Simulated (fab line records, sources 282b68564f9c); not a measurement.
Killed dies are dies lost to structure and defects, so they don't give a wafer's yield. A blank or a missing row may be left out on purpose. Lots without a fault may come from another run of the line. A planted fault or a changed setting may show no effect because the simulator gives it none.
A struck lot beside a sound one | flow rit_cmos | 17 steps out of a route of 202
Sound: wafers L360.3, L360.5, L360.6. Struck: wafers L374.4, L374.5, L374.6. The cause comes at the end.
At each step with rows: each side's tool, then ch and its chambers, then its first start. Under that, the readings that differ: sound wafers | struck wafers | difference of the means | sigmas: that difference in standard deviations of wafers without a fault.
alike: readings whose means differ by less than 2 such deviations, and words and numbers that are the same on both sides. not compared: withheld readings, readings that some wafer has no value for, bounds like >300 that may hide the same value, and numbers for which the record gives no deviation and whose values overlap.
The two part at a step that has a row with sigmas, a row that says differs or no value, or rows on one side only. Numbers that don't overlap but have no deviation are shown without sigmas and don't part them. A reading that every wafer of one side lacks parts them only if that side has two wafers or more.

first, 2 steps without rows for these wafers: RIT_NRETRO_HARDBAKE_07 (time 120 s); RIT_NRETRO_IMPLANT_08.
RIT_NRETRO_STRIP_09: strips in O2, time 180 s.
  sound on plasma_asher-01 ch 0,1, day 2 06:08; struck on plasma_asher-02 ch 0,1, day 5 04:56
  alike: drypump_motor_current_A
  not compared: rf_hours_counter_h
RIT_NRETRO_TW_MEAS_10:
  sound on film_metro-03, day 2 06:16; struck on film_metro-01, day 5 05:05
  reading   | sound          | struck         | difference | sigmas
  NRETRO_TW | 1055 1056 1056 | 1027 1028 1024 | -29        | -2
then, 6 steps without rows for these wafers: RIT_PRETRO_HMDS_00 (prime time 60 s); RIT_PRETRO_COAT_01 (resist thk 1300 nm); RIT_PRETRO_SOFTBAKE_02 (time 60 s); RIT_PRETRO_EXPOSE_03 (exposes mask M5, target cd 43700 nm); RIT_PRETRO_PEB_04; RIT_PRETRO_DEVELOP_05 (develop time 68 s).
RIT_PRETRO_OVL_MEAS_06:
  sound on overlay-02, day 2 07:20; struck on overlay-02, day 5 06:01
  alike: PRETRO_OVL
then, 1 step without rows for these wafers: RIT_PRETRO_HARDBAKE_07 (time 120 s).
RIT_PRETRO_IMPLANT_08:
  sound on implanter-04 ch 0, day 2 07:40; struck on implanter-03 ch 0, day 5 06:21
  reading            | sound                         | struck                           | difference  | sigmas
  dose_ions_cm2      | 1.1982e+13 1.1998e+13 1.2e+13 | 1.9231e+13 1.9234e+13 1.9229e+13 | +7.2380e+12 | +99 or more
  faraday_current_uA | 38.4 37.9 37.1                | 61.9 62.4 60.1                   | +23.7       | +33
  alike: beam_energy_keV
RIT_PRETRO_STRIP_09: strips in O2, time 180 s.
  sound on plasma_asher-01 ch 0,1, day 2 07:49; struck on plasma_asher-03 ch 0,1, day 5 06:29
  alike: drypump_motor_current_A
  not compared: rf_hours_counter_h
RIT_PRETRO_TW_MEAS_10:
  sound on film_metro-04, day 2 07:57; struck on film_metro-03, day 5 06:38
  reading   | sound       | struck      | difference | sigmas
  PRETRO_TW | 467 464 464 | 553 554 552 | +88        | +21
then, 1 step without rows for these wafers: RIT_GATE_WET_ETCH_00 (etches SiO2 in BOE, target depth 56 nm, time 60 s).
RIT_M1_PROBE_99:
  sound on prober-02, day 3 10:44; struck on prober-02, day 6 08:20
  reading                             | sound             | struck            | difference | sigmas
  model.etest.nmos_0p3.r_on_ohm_um    | 2142 2112 2134    | 2429 2408 2447    | +299       |
  model.etest.nmos_0p15.r_on_ohm_um   | 1135 1105 1121    | 1213 1240 1227    | +106       |
  model.etest.nmos_turned.drive_ua_um | 327.9 327.4 336.3 | 268.3 256.7 265.2 | -67.1      |
  model.etest.nmos_0p15.drive_ua_um   | 456.9 468.3 465.9 | 400.4 394.2 392.1 | -68.1      |
  model.etest.nmos_0p3.drive_ua_um    | 228.7 228.8 227   | 181.1 183.8 179.8 | -46.6      |
  model.etest.nmos_narrow.drive_ua_um | 235.5 233.7 235.6 | 184.3 183.9 179.3 | -52.4      |
  model.etest.pwell_pinched.rs_ohm_sq | 458.1 462.2 460.3 | 440.9 453 448     | -12.9      |
  model.etest.ring.delay_ps           | 28.17 27.32 27.86 | 29.29 30.29 29.75 | +1.99      |
  alike: killed_at_contacts, killed_at_front_end, killed_dies, killed_open, killed_short

WHERE THEY PART
First at RIT_NRETRO_TW_MEAS_10; last, within this record, at RIT_PRETRO_TW_MEAS_10. Later steps at which nothing parts them and some readings are alike: RIT_M1_PROBE_99.

WHY: what the simulator had put in
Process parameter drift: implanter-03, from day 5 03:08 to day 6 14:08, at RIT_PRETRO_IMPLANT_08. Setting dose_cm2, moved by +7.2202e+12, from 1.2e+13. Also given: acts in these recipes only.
